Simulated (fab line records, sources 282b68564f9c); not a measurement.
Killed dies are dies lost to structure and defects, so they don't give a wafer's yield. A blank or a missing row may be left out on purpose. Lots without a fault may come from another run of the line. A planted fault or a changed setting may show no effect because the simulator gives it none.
Which tool did it? | flow rit_cmos | 13 lots, 39 wafers sampled, at 3 steps of a route of 202

WHAT THE GAUGES READ, wafer by wafer
RIT_PLDD_OVL_MEAS_06.
lot  | measured    | on         | PLDD_OVL (nm)
L230 | day 2 21:58 | overlay-02 | -0.6 -1.5 -1.2
L233 | day 3 09:31 | overlay-02 | -1.1 -0.8 -2.1
L234 | day 3 14:17 | overlay-02 | -2.4 -2.3 -0.9
L235 | day 3 22:01 | overlay-01 | -4.1 -0.5 -1.6
L236 | day 4 00:55 | overlay-01 | -1.0 -1.0 -0.8
L237 | day 4 07:23 | overlay-01 | -0.8 -0.8 -0.7
L240 | day 4 21:12 | overlay-02 | - - -
L242 | day 5 10:22 | overlay-02 | -0.2 -0.3 -1.2
L244 | day 5 18:06 | overlay-02 | -0.6 -2.0 -2.1
L246 | day 6 04:07 | overlay-02 | -0.4 -2.8 -0.5
L249 | day 6 18:38 | overlay-01 | -1.6 -3.6 -3.1
L251 | day 7 05:26 | overlay-02 | 0.1 1.5 -1.8
L252 | day 7 08:20 | overlay-01 | 0.5 -2.5 0.4

RIT_PLDD_TW_MEAS_10.
lot  | measured    | on            | PLDD_TW
L230 | day 2 22:29 | film_metro-01 | 2361 2363 2355
L233 | day 3 10:07 | film_metro-03 | 2353 2360 2363
L234 | day 3 14:47 | film_metro-01 | 2362 2378 2373
L235 | day 3 22:32 | film_metro-02 | 2353 2348 2377
L236 | day 4 01:25 | film_metro-03 | 2347 2354 2332
L237 | day 4 07:53 | film_metro-03 | 2349 2336 2346
L240 | day 4 21:43 | film_metro-01 | 30 30 30 30 30 30
L242 | day 5 10:53 | film_metro-02 | 2317 2315 2310
L244 | day 5 18:37 | film_metro-02 | 2316 2320 2315
L246 | day 6 04:37 | film_metro-01 | 2366 2367 2372
L249 | day 6 19:09 | film_metro-01 | 2361 2366 2360
L251 | day 7 05:58 | film_metro-03 | 2335 2358 2359
L252 | day 7 08:52 | film_metro-02 | 2323 2326 2329

WHICH TOOL RAN EACH LOT (tool, then ch and the chambers of the sampled wafers, then the start)
lot  | RIT_PLDD_EXPOSE_03
L230 | iline_stepper-02 ch 0, day 2 21:35
L233 | iline_stepper-02 ch 0, day 3 08:59
L234 | iline_stepper-02 ch 0, day 3 13:53
L235 | iline_stepper-01 ch 0, day 3 21:37
L236 | iline_stepper-01 ch 0, day 4 00:31
L237 | iline_stepper-02 ch 0, day 4 06:59
L240 | iline_stepper-01 ch 0, day 4 20:49
L242 | iline_stepper-01 ch 0, day 5 09:58
L244 | iline_stepper-02 ch 0, day 5 17:44
L246 | iline_stepper-01 ch 0, day 6 03:43
L249 | iline_stepper-01 ch 0, day 6 18:15
L251 | iline_stepper-01 ch 0, day 7 05:04
L252 | iline_stepper-01 ch 0, day 7 07:58
- RIT_PLDD_EXPOSE_03: exposes mask M8, target cd 40900 nm.

WHAT THE TOOLS THEMSELVES READ (means of the sampled wafers that have a number; where no wafer has one, the mark that the record gives instead)
The record holds no such reading with a usual standard deviation.

THE ANSWER, worked out from the rows above alone
Rule: what is usual is taken from the lots themselves. Put in order of their means at a reading, lots are off if they are a third of the lots or fewer, leave a main group of 4 or more, and stand apart from it by a gap of 3 or more times the standard deviation of the main group's means; of several such gaps the widest counts. A main group whose means are all the same, to the digits that the tables above print for the reading, isn't used. A lot without any number at a reading at which 4 lots or more have one is off too. The other lots that the step has rows for count as sound. The gauges are gone through in route order, then the tools' own readings, and for those a lot's mean is taken as printed above. The first step at which some lot is off is used, and at that step the reading that is off furthest; a lot without a number counts as furthest.
Off: L240, at RIT_PLDD_OVL_MEAS_06 (PLDD_OVL). Without a number there: L240. The main group: mean -1.2 nm, standard deviation 0.72.
A tool fits if, at a process step before that reading, it ran every lot that is off, and no sound lot after the first of them. The gauges at RIT_PLDD_OVL_MEAS_06 aren't tried: what is off there is off at RIT_PLDD_TW_MEAS_10 too, on other tools, and a gauge's error can't cause that. None of those tried fits.

WHAT THE SIMULATOR HAD PUT IN
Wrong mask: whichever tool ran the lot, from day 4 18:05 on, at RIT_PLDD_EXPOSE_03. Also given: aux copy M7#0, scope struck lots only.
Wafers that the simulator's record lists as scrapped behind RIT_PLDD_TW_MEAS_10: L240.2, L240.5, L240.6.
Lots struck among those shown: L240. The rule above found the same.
